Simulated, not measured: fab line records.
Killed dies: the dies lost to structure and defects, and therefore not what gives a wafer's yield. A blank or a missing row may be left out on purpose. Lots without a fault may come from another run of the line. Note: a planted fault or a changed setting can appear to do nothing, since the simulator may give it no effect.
The tool behind it: which one? :: flow berkeleyCmos170 :: 24 lots with 72 wafers sampled at 5 steps, on a route of 331 steps

== WHAT EACH GAUGE READ, for each wafer ==
UCB170_START_BOW_MEAS_00.
lot: L074
measured: day 1 10:00
on: filmMetro-04
INCOMING_BOW (um): -3 2 -16

lot: L075
measured: day 1 15:02
on: filmMetro-04
INCOMING_BOW (um): 1 -2 7

lot: L076
measured: day 1 20:00
on: filmMetro-02
INCOMING_BOW (um): -11 4 6

lot: L077
measured: day 2 01:00
on: filmMetro-04
INCOMING_BOW (um): 1 0 6

lot: L078
measured: day 2 06:01
on: filmMetro-02
INCOMING_BOW (um): -1 -8 4

lot: L079
measured: day 2 11:01
on: filmMetro-04
INCOMING_BOW (um): -1 -5 3

lot: L080
measured: day 2 16:02
on: filmMetro-02
INCOMING_BOW (um): 2 5 -11

lot: L081
measured: day 2 21:00
on: filmMetro-02
INCOMING_BOW (um): 1 -2 -4

lot: L082
measured: day 3 02:02
on: filmMetro-04
INCOMING_BOW (um): -6 -2 -7

lot: L083
measured: day 3 07:00
on: filmMetro-04
INCOMING_BOW (um): 3 11 5

lot: L084
measured: day 3 12:01
on: filmMetro-02
INCOMING_BOW (um): 9 8 2

lot: L085
measured: day 3 17:00
on: filmMetro-04
INCOMING_BOW (um): -1 -9 9

lot: L086
measured: day 3 22:02
on: filmMetro-02
INCOMING_BOW (um): 15 -5 -3

lot: L087
measured: day 4 03:00
on: filmMetro-04
INCOMING_BOW (um): -4 -6 -3

lot: L088
measured: day 4 08:00
on: filmMetro-01
INCOMING_BOW (um): 0 -7 5

lot: L089
measured: day 4 13:02
on: filmMetro-01
INCOMING_BOW (um): 4 -1 17

lot: L090
measured: day 4 18:00
on: filmMetro-01
INCOMING_BOW (um): -2 8 -8

lot: L091
measured: day 4 23:02
on: filmMetro-01
INCOMING_BOW (um): -9 -7 -4

lot: L092
measured: day 5 04:00
on: filmMetro-01
INCOMING_BOW (um): -8 -4 0

lot: L093
measured: day 5 09:04
on: filmMetro-04
INCOMING_BOW (um): -4 9 4

lot: L094
measured: day 5 14:02
on: filmMetro-01
INCOMING_BOW (um): -9 3 -1

lot: L095
measured: day 5 19:02
on: filmMetro-02
INCOMING_BOW (um): -6 -1 -2

lot: L096
measured: day 6 00:00
on: filmMetro-02
INCOMING_BOW (um): 0 0 -3

lot: L097
measured: day 6 05:01
on: filmMetro-01
INCOMING_BOW (um): -7 11 -2

UCB170_START_THK_MEAS_03.
lot: L074
measured: day 1 14:59
on: filmMetro-01
START_OXIDE_THK (nm): 20.7 20.7 20.7

lot: L075
measured: day 1 19:06
on: filmMetro-01
START_OXIDE_THK (nm): 20.0 19.8 20.2

lot: L076
measured: day 2 00:29
on: filmMetro-01
START_OXIDE_THK (nm): 20.9 20.7 20.7

lot: L077
measured: day 2 04:48
on: filmMetro-01
START_OXIDE_THK (nm): 20.0 20.0 19.8

lot: L078
measured: day 2 10:27
on: filmMetro-01
START_OXIDE_THK (nm): 19.9 19.9 19.8

lot: L079
measured: day 2 18:05
on: filmMetro-04
START_OXIDE_THK (nm): 20.5 20.3 20.2

lot: L080
measured: day 2 20:35
on: filmMetro-02
START_OXIDE_THK (nm): 21.0 20.7 21.0

lot: L081
measured: day 3 02:31
on: filmMetro-01
START_OXIDE_THK (nm): 20.4 20.4 20.0

lot: L082
measured: day 3 08:07
on: filmMetro-01
START_OXIDE_THK (nm): 20.1 20.1 19.7

lot: L083
measured: day 3 12:42
on: filmMetro-04
START_OXIDE_THK (nm): 20.0 20.2 20.8

lot: L084
measured: day 3 15:14
on: filmMetro-01
START_OXIDE_THK (nm): 19.8 20.1 20.1

lot: L085
measured: day 3 20:58
on: filmMetro-02
START_OXIDE_THK (nm): 20.2 20.4 20.3

lot: L086
measured: day 4 03:31
on: filmMetro-02
START_OXIDE_THK (nm): 20.4 20.5 20.5

lot: L087
measured: day 4 08:18
on: filmMetro-04
START_OXIDE_THK (nm): 20.0 20.0 19.8

lot: L088
measured: day 4 11:36
on: filmMetro-01
START_OXIDE_THK (nm): 20.5 20.6 20.5

lot: L089
measured: day 4 18:07
on: filmMetro-04
START_OXIDE_THK (nm): 19.7 19.9 19.4

lot: L090
measured: day 4 22:31
on: filmMetro-04
START_OXIDE_THK (nm): 19.9 19.7 19.5

lot: L091
measured: day 5 03:04
on: filmMetro-01
START_OXIDE_THK (nm): 19.9 19.8 19.7

lot: L092
measured: day 5 08:48
on: filmMetro-04
START_OXIDE_THK (nm): 20.7 20.8 20.5

lot: L093
measured: day 5 14:22
on: filmMetro-01
START_OXIDE_THK (nm): 20.1 20.3 20.3

lot: L094
measured: day 5 17:21
on: filmMetro-02
START_OXIDE_THK (nm): 20.3 20.2 20.0

lot: L095
measured: day 5 23:41
on: filmMetro-04
START_OXIDE_THK (nm): 20.3 20.2 20.6

lot: L096
measured: day 6 09:46
on: filmMetro-01
START_OXIDE_THK (nm): 20.6 20.7 20.7

lot: L097
measured: day 6 09:47
on: filmMetro-02
START_OXIDE_THK (nm): 20.3 20.3 19.8

UCB170_NVT_TW_MEAS_09.
lot: L074
measured: day 5 15:20
on: filmMetro-03
NVT_TW: 529 525 524

lot: L075
measured: day 5 15:41
on: filmMetro-04
NVT_TW: 523 526 522

lot: L076
measured: day 6 13:03
on: filmMetro-03
NVT_TW: 523 524 524

lot: L077
measured: day 6 13:32
on: filmMetro-04
NVT_TW: 527 526 528

lot: L078
measured: day 6 16:54
on: filmMetro-03
NVT_TW: 525 525 523

lot: L079
measured: day 6 17:11
on: filmMetro-04
NVT_TW: 529 528 527

lot: L080
measured: day 6 17:10
on: filmMetro-02
NVT_TW: 527 526 525

lot: L081
measured: day 6 21:13
on: filmMetro-04
NVT_TW: 528 526 530

lot: L082
measured: day 6 21:31
on: filmMetro-04
NVT_TW: 529 528 527

lot: L083
measured: day 7 20:28
on: filmMetro-02
NVT_TW: 523 523 525

lot: L084
measured: day 7 20:00
on: filmMetro-04
NVT_TW: 523 522 521

lot: L085
measured: day 7 20:16
on: filmMetro-03
NVT_TW: 522 525 528

lot: L086
measured: day 8 03:34
on: filmMetro-04
NVT_TW: 523 521 523

lot: L087
measured: day 8 03:19
on: filmMetro-02
NVT_TW: 517 515 516

lot: L088
measured: day 8 03:47
on: filmMetro-03
NVT_TW: 522 525 522

lot: L089
measured: day 8 14:44
on: filmMetro-02
NVT_TW: 517 518 517

lot: L090
measured: day 8 15:21
on: filmMetro-02
NVT_TW: 520 519 517

lot: L091
measured: day 8 15:39
on: filmMetro-03
NVT_TW: 527 524 526

lot: L092
measured: day 9 04:45
on: filmMetro-04
NVT_TW: 519 521 525

lot: L093
measured: day 10 11:12
on: filmMetro-04
NVT_TW: 529 531 527

lot: L094
measured: day 9 21:31
on: filmMetro-04
NVT_TW: 525 524 522

lot: L095
measured: day 10 15:16
on: filmMetro-03
NVT_TW: 526 529 525

lot: L096
measured: day 10 23:51
on: filmMetro-04
NVT_TW: 528 526 525

lot: L097
measured: day 10 11:01
on: filmMetro-02
NVT_TW: 526 523 526

UCB170_PSD_TW_MEAS_10.
lot: L074
measured: day 6 18:32
on: filmMetro-01
PSD_TW: 2326 2329 2318

lot: L075
measured: day 6 19:13
on: filmMetro-01
PSD_TW: 2320 2318 2322

lot: L076
measured: day 7 10:37
on: filmMetro-02
PSD_TW: 2330 2322 2318

lot: L077
measured: day 7 11:02
on: filmMetro-02
PSD_TW: 2316 2309 2321

lot: L078
measured: day 7 19:23
on: filmMetro-01
PSD_TW: 2329 2336 2322

lot: L079
measured: day 7 19:01
on: filmMetro-04
PSD_TW: 2310 2331 2316

lot: L080
measured: day 7 19:17
on: filmMetro-02
PSD_TW: 2305 2313 2320

lot: L081
measured: day 7 22:29
on: filmMetro-01
PSD_TW: 2337 2334 2329

lot: L082
measured: day 7 22:22
on: filmMetro-04
PSD_TW: 2323 2322 2328

lot: L083
measured: day 8 23:53
on: filmMetro-04
PSD_TW: 2321 2326 2323

lot: L084
measured: day 8 23:38
on: filmMetro-01
PSD_TW: 2316 2315 2330

lot: L085
measured: day 9 00:10
on: filmMetro-01
PSD_TW: 2329 2325 2337

lot: L086
measured: day 9 06:43
on: filmMetro-01
PSD_TW: 2332 2328 2328

lot: L087
measured: day 9 06:56
on: filmMetro-04
PSD_TW: 2320 2321 2311

lot: L088
measured: day 9 06:34
on: filmMetro-02
PSD_TW: 2350 2334 2345

lot: L089
measured: day 10 01:32
on: filmMetro-01
PSD_TW: 2347 2354 2338

lot: L090
measured: day 10 01:40
on: filmMetro-04
PSD_TW: 2327 2331 2337

lot: L091
measured: day 10 01:37
on: filmMetro-02
PSD_TW: 2328 2322 2324

lot: L092
measured: day 10 14:11
on: filmMetro-04
PSD_TW: 2343 2342 2339

lot: L093
measured: day 11 13:22
on: filmMetro-01
PSD_TW: 2315 2315 2308

lot: L094
measured: day 11 00:10
on: filmMetro-01
PSD_TW: 2315 2309 2321

lot: L095
measured: day 11 18:59
on: filmMetro-02
PSD_TW: 2326 2329 2315

lot: L096
measured: day 12 03:44
on: filmMetro-04
PSD_TW: 2343 2338 2333

lot: L097
measured: day 11 12:59
on: filmMetro-02
PSD_TW: 2312 2329 2329

== TOOL THAT RAN EACH LOT (tool first, then ch and the chambers of the sampled wafers, then the start) ==
lot: L074
UCB170_NWELL_ETCH_13: rieDiel-01 ch 0,3, day 2 11:33

lot: L075
UCB170_NWELL_ETCH_13: rieDiel-02 ch 0,2,3, day 2 11:31

lot: L076
UCB170_NWELL_ETCH_13: rieDiel-01 ch 0,2,3, day 2 19:49

lot: L077
UCB170_NWELL_ETCH_13: rieDiel-01 ch 2,3, day 3 00:16

lot: L078
UCB170_NWELL_ETCH_13: rieDiel-01 ch 1,3, day 3 07:46

lot: L079
UCB170_NWELL_ETCH_13: rieDiel-01 ch 1,2,3, day 3 12:09

lot: L080
UCB170_NWELL_ETCH_13: rieDiel-02 ch 0,1, day 3 12:25

lot: L081
UCB170_NWELL_ETCH_13: rieDiel-02 ch 2,3, day 3 21:20

lot: L082
UCB170_NWELL_ETCH_13: rieDiel-03 ch 0,2, day 3 21:35

lot: L083
UCB170_NWELL_ETCH_13: rieDiel-01 ch 1,3, day 4 06:02

lot: L084
UCB170_NWELL_ETCH_13: rieDiel-03 ch 0,1,2, day 4 11:49

lot: L085
UCB170_NWELL_ETCH_13: rieDiel-02 ch 1,3, day 4 14:53

lot: L086
UCB170_NWELL_ETCH_13: rieDiel-02 ch 1,2,3, day 4 22:45

lot: L087
UCB170_NWELL_ETCH_13: rieDiel-03 ch 1,3, day 4 23:01

lot: L088
UCB170_NWELL_ETCH_13: rieDiel-01 ch 0,1,2, day 5 06:59

lot: L089
UCB170_NWELL_ETCH_13: rieDiel-01 ch 0,3, day 5 13:59

lot: L090
UCB170_NWELL_ETCH_13: rieDiel-02 ch 1,2,3, day 5 14:05

lot: L091
UCB170_NWELL_ETCH_13: rieDiel-01 ch 1,2, day 5 18:43

lot: L092
UCB170_NWELL_ETCH_13: rieDiel-03 ch 0,1,3, day 6 03:40

lot: L093
UCB170_NWELL_ETCH_13: rieDiel-03 ch 2,3, day 6 14:46

lot: L094
UCB170_NWELL_ETCH_13: rieDiel-02 ch 0,1,2, day 6 15:00

lot: L095
UCB170_NWELL_ETCH_13: rieDiel-03 ch 0,1, day 6 19:26

lot: L096
UCB170_NWELL_ETCH_13: rieDiel-01 ch 0,2,3, day 7 03:06

lot: L097
UCB170_NWELL_ETCH_13: rieDiel-03 ch 0,3, day 7 02:50
- UCB170_NWELL_ETCH_13: etches Si3N4 in CH3F/Ar/O2, stops on SiO2, target depth 246.4 nm, time 154 s.

== WHAT THE TOOLS THEMSELVES READ (means of the sampled wafers that have a number; where no wafer has one, the mark that the record gives instead) ==
UCB170_NWELL_ETCH_13.
lot: L074
tool: rieDiel-01
CH3F_flow_sccm (sccm): 19.99
drypumpMotorCurrentA (A): 5.8
oesProductAu (a.u.): 0.938
throttleValvePct (%): 8.10

lot: L075
tool: rieDiel-02
CH3F_flow_sccm (sccm): 20.02
drypumpMotorCurrentA (A): 5.9
oesProductAu (a.u.): 0.938
throttleValvePct (%): 8.08

lot: L076
tool: rieDiel-01
CH3F_flow_sccm (sccm): 19.93
drypumpMotorCurrentA (A): 6.0
oesProductAu (a.u.): 0.926
throttleValvePct (%): 8.04

lot: L077
tool: rieDiel-01
CH3F_flow_sccm (sccm): 20.01
drypumpMotorCurrentA (A): 5.7
oesProductAu (a.u.): 0.928
throttleValvePct (%): 8.02

lot: L078
tool: rieDiel-01
CH3F_flow_sccm (sccm): 19.95
drypumpMotorCurrentA (A): 5.5
oesProductAu (a.u.): 0.936
throttleValvePct (%): 8.06

lot: L079
tool: rieDiel-01
CH3F_flow_sccm (sccm): 20.07
drypumpMotorCurrentA (A): 5.7
oesProductAu (a.u.): 0.928
throttleValvePct (%): 8.02

lot: L080
tool: rieDiel-02
CH3F_flow_sccm (sccm): 20.00
drypumpMotorCurrentA (A): 5.8
oesProductAu (a.u.): 0.950
throttleValvePct (%): 8.10

lot: L081
tool: rieDiel-02
CH3F_flow_sccm (sccm): 19.97
drypumpMotorCurrentA (A): 5.6
oesProductAu (a.u.): 0.926
throttleValvePct (%): 8.20

lot: L082
tool: rieDiel-03
CH3F_flow_sccm (sccm): 19.94
drypumpMotorCurrentA (A): 5.9
oesProductAu (a.u.): 0.951
throttleValvePct (%): 7.97

lot: L083
tool: rieDiel-01
CH3F_flow_sccm (sccm): 19.95
drypumpMotorCurrentA (A): 5.5
oesProductAu (a.u.): 0.938
throttleValvePct (%): 8.07

lot: L084
tool: rieDiel-03
CH3F_flow_sccm (sccm): 19.97
drypumpMotorCurrentA (A): 5.9
oesProductAu (a.u.): 0.948
throttleValvePct (%): 8.00

lot: L085
tool: rieDiel-02
CH3F_flow_sccm (sccm): 19.99
drypumpMotorCurrentA (A): 5.5
oesProductAu (a.u.): 0.937
throttleValvePct (%): 8.22

lot: L086
tool: rieDiel-02
CH3F_flow_sccm (sccm): 19.96
drypumpMotorCurrentA (A): 5.4
oesProductAu (a.u.): 0.936
throttleValvePct (%): 8.17

lot: L087
tool: rieDiel-03
CH3F_flow_sccm (sccm): 20.02
drypumpMotorCurrentA (A): 5.9
oesProductAu (a.u.): 0.960
throttleValvePct (%): 8.15

lot: L088
tool: rieDiel-01
CH3F_flow_sccm (sccm): 19.93
drypumpMotorCurrentA (A): 6.0
oesProductAu (a.u.): 0.934
throttleValvePct (%): 8.04

lot: L089
tool: rieDiel-01
CH3F_flow_sccm (sccm): 19.99
drypumpMotorCurrentA (A): 5.9
oesProductAu (a.u.): 0.927
throttleValvePct (%): 8.10

lot: L090
tool: rieDiel-02
CH3F_flow_sccm (sccm): 20.03
drypumpMotorCurrentA (A): 5.4
oesProductAu (a.u.): 0.947
throttleValvePct (%): 8.18

lot: L091
tool: rieDiel-01
CH3F_flow_sccm (sccm): 19.96
drypumpMotorCurrentA (A): 5.9
oesProductAu (a.u.): 0.931
throttleValvePct (%): 7.94

lot: L092
tool: rieDiel-03
CH3F_flow_sccm (sccm): 20.02
drypumpMotorCurrentA (A): 5.7
oesProductAu (a.u.): 0.970
throttleValvePct (%): 8.16

lot: L093
tool: rieDiel-03
CH3F_flow_sccm (sccm): 20.03
drypumpMotorCurrentA (A): 5.9
oesProductAu (a.u.): 0.955
throttleValvePct (%): 8.06

lot: L094
tool: rieDiel-02
CH3F_flow_sccm (sccm): 20.01
drypumpMotorCurrentA (A): 5.7
oesProductAu (a.u.): 0.943
throttleValvePct (%): 8.08

lot: L095
tool: rieDiel-03
CH3F_flow_sccm (sccm): 19.94
drypumpMotorCurrentA (A): 5.9
oesProductAu (a.u.): 0.955
throttleValvePct (%): 8.04

lot: L096
tool: rieDiel-01
CH3F_flow_sccm (sccm): 19.98
drypumpMotorCurrentA (A): 6.1
oesProductAu (a.u.): 0.921
throttleValvePct (%): 8.04

lot: L097
tool: rieDiel-03
CH3F_flow_sccm (sccm): 19.99
drypumpMotorCurrentA (A): 5.6
oesProductAu (a.u.): 0.963
throttleValvePct (%): 8.16

== THE ANSWER, worked out from the rows above alone ==
Rule: the usual values come from the lots themselves. Put in order of their means at a reading, lots are off if they are a third of the lots or fewer, leave a main group of 4 or more, and stand apart from it by a gap of 3 or more times the standard deviation of the main group's means; of several such gaps the widest counts. Not used: any main group whose means are identical at the precision the tables above print for the reading. A lot without any number at a reading at which 4 lots or more have one is off too. The other lots that the step has rows for count as sound. After the gauges, taken in route order, come the tools' own readings; for these a lot's mean is taken, as printed above. At the first step where some lot is off, the reading lying furthest off is the one used; lots without a number count as furthest.
No lot is off on any of the readings shown, so nothing can be concluded from this.

== WHAT THE SIMULATOR PUT IN ==
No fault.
